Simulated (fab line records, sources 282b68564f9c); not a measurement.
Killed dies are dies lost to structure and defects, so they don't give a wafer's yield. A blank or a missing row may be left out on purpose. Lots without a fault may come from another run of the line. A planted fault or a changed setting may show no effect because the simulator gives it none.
fab line records | flow rit_cmos
record lots=12 wafers=36 last_day=7
route steps=202 shown PRETRO@72
lots that met no fault: from a run of the same line without faults
start_h: hours from the record's first day to the start of the lot's first wafer shown | wait_h: hours since the lot's step before | " the same as in the row above | L1.1+2: a row that stands for several wafers | - no value, or no start given | * or withheld: withheld | < > ~ a bound
route shown NAME@n: a module of which the file shows steps, and the number in the route of the first | usual: mean/standard deviation of fault-free wafers | same: alike in all rows | chamber/n: place in a boat | sites: the reading at each site | _std_site: their standard deviation | _edge_site: outer sites' mean less inner sites' | radius_mm: how far each site lies from the wafer's centre | mask NAME#n: copy n | behind: the tool/chamber that last shaped the wafer | hold: why the lot was held/for how many hours/how that ended | device: the transistor (n, p or np) that didn't switch | end of line: the same wafers' tests at the end of the route | a step without rows: its recipe alone | killed: dies lost to structure and defects at the first sort, not the wafer's yield | map: a wafer's dies, x killed, . not, _ none there
set.NAME: the setting as run; set.NAME@STEP: as run at that earlier step | model.NAME: the simulator's own value behind a step, which no gauge read
steps of the route over a sample of lots; a table a step, a row a wafer
services: from which hour (start_h, from the record's first day; less than 0 if before it) a tool's chamber was out of use, for how many hours, and why
## steps
# step RIT_PRETRO_IMPLANT_08
# recipe species=B energy_kev=45 dose_cm2=1.2e+13 tilt_deg=7
# usual beam_energy_keV=45.003/0.014
# columns lot.wafer tool chamber start_h wait_h beam_energy_keV
L315.1 implanter-04 0 31.61 0.2 45.007
L315.2 " 0 " " 45.010
L315.4 " 0 " " 44.996
L316.1 implanter-04 0 36.64 0.2 44.992
L316.2 " 0 " " 44.984
L316.6 " 0 " " 45.016
L317.3 implanter-01 0 40.57 0.2 44.989
L317.5 " 0 " " 44.993
L317.6 " 0 " " 45.018
L318.2 implanter-01 0 46.09 0.2 45.017
L318.4 " 0 " " 45.001
L318.6 " 0 " " 45.008
L319.1 implanter-03 0 51.91 0.2 45.018
L319.2 " 0 " " 44.983
L319.4 " 0 " " 45.016
L320.1 implanter-04 0 58.23 0.2 45.010
L320.2 " 0 " " 45.000
L320.4 " 0 " " 44.999
L324.1 implanter-04 0 78.16 0.2 54.703
L324.3 " 0 " " 54.690
L324.5 " 0 " " 54.698
L326.1 implanter-01 0 88.97 0.2 45.020
L326.4 " 0 " " 45.003
L326.5 " 0 " " 45.003
L328.1 implanter-04 0 98.95 0.2 54.695
L328.3 " 0 " " 54.683
L328.4 " 0 " " 54.692
L331.2 implanter-01 0 111.83 0.2 44.999
L331.3 " 0 " " 45.006
L331.4 " 0 " " 44.993
L332.3 implanter-01 0 116.14 0.2 44.994
L332.5 " 0 " " 45.008
L332.6 " 0 " " 45.013
L335.1 implanter-01 0 131.41 0.2 45.025
L335.2 " 0 " " 45.013
L335.5 " 0 " " 44.995
# step RIT_PRETRO_TW_MEAS_10
# usual PRETRO_TW=470/4.1
# columns lot.wafer tool chamber start_h wait_h hold PRETRO_TW
L315.1 film_metro-04 - 31.93 0.1 - 464
L315.2 " - " " - 464
L315.4 " - " " - 465
L316.1 film_metro-02 - 36.97 0.1 - 471
L316.2 " - " " - 471
L316.6 " - " " - 474
L317.3 film_metro-04 - 40.86 0.1 - 466
L317.5 " - " " - 464
L317.6 " - " " - 464
L318.2 film_metro-04 - 46.40 0.1 - 465
L318.4 " - " " - 466
L318.6 " - " " - 463
L319.1 film_metro-04 - 52.23 0.1 - 470
L319.2 " - " " - 472
L319.4 " - " " - 467
L320.1 film_metro-04 - 58.56 0.1 - 467
L320.2 " - " " - 470
L320.4 " - " " - 469
L324.1 film_metro-04 - 78.48 0.1 - 483
L324.3 " - " " - 481
L324.5 " - " " - 479
L326.1 film_metro-04 - 89.30 0.1 - 465
L326.4 " - " " - 466
L326.5 " - " " - 468
L328.1 film_metro-02 - 99.27 0.1 await_dispo/0.2h/release 488
L328.3 " - " " await_dispo/0.2h/release 487
L328.4 " - " " await_dispo/0.2h/release 488
L328.1 film_metro-02 - 99.55 0.3 - 487
L328.3 " - " " - 489
L328.4 " - " " - 489
L331.2 film_metro-03 - 112.14 0.1 - 475
L331.3 " - " " - 478
L331.4 " - " " - 475
L332.3 film_metro-04 - 116.43 0.1 - 466
L332.5 " - " " - 467
L332.6 " - " " - 467
L335.1 film_metro-02 - 131.74 0.1 - 474
L335.2 " - " " - 475
L335.5 " - " " - 474
## services
# columns tool chamber start_h hours kind
implanter-01 - 11.32 4.7 pm
implanter-04 - 25.48 0.5 repair
implanter-04 - 54.61 3.2 pm
implanter-04 - 112.19 1.7 repair
## key
first_sign step=RIT_PRETRO_IMPLANT_08 reading=beam_energy_keV direction=up sigmas=99+ usual=45.003 struck=54.694
effect step=RIT_PRETRO_TW_MEAS_10 reading=visit direction=added
met_at RIT_PRETRO_IMPLANT_08
struck_lots L324,L328
tester_left_out L324,L328
onset_between 58.23 78.16
fault kind=process_parameter_drift tool=implanter-04 chamber=- onset_h=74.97 steps=RIT_PRETRO_IMPLANT_08 channel=energy_kev offset=9.6888 shape=step end_h=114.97 acts_in=these_recipes_only stated=45
# tester_left_out: of these lots the tester's yield and bins aren't shown, on N5 and GAA mostly nor the transistor test; their killed dies are dies lost to structure and defects alone, not to doping, threshold or leakage, so they don't give the yield
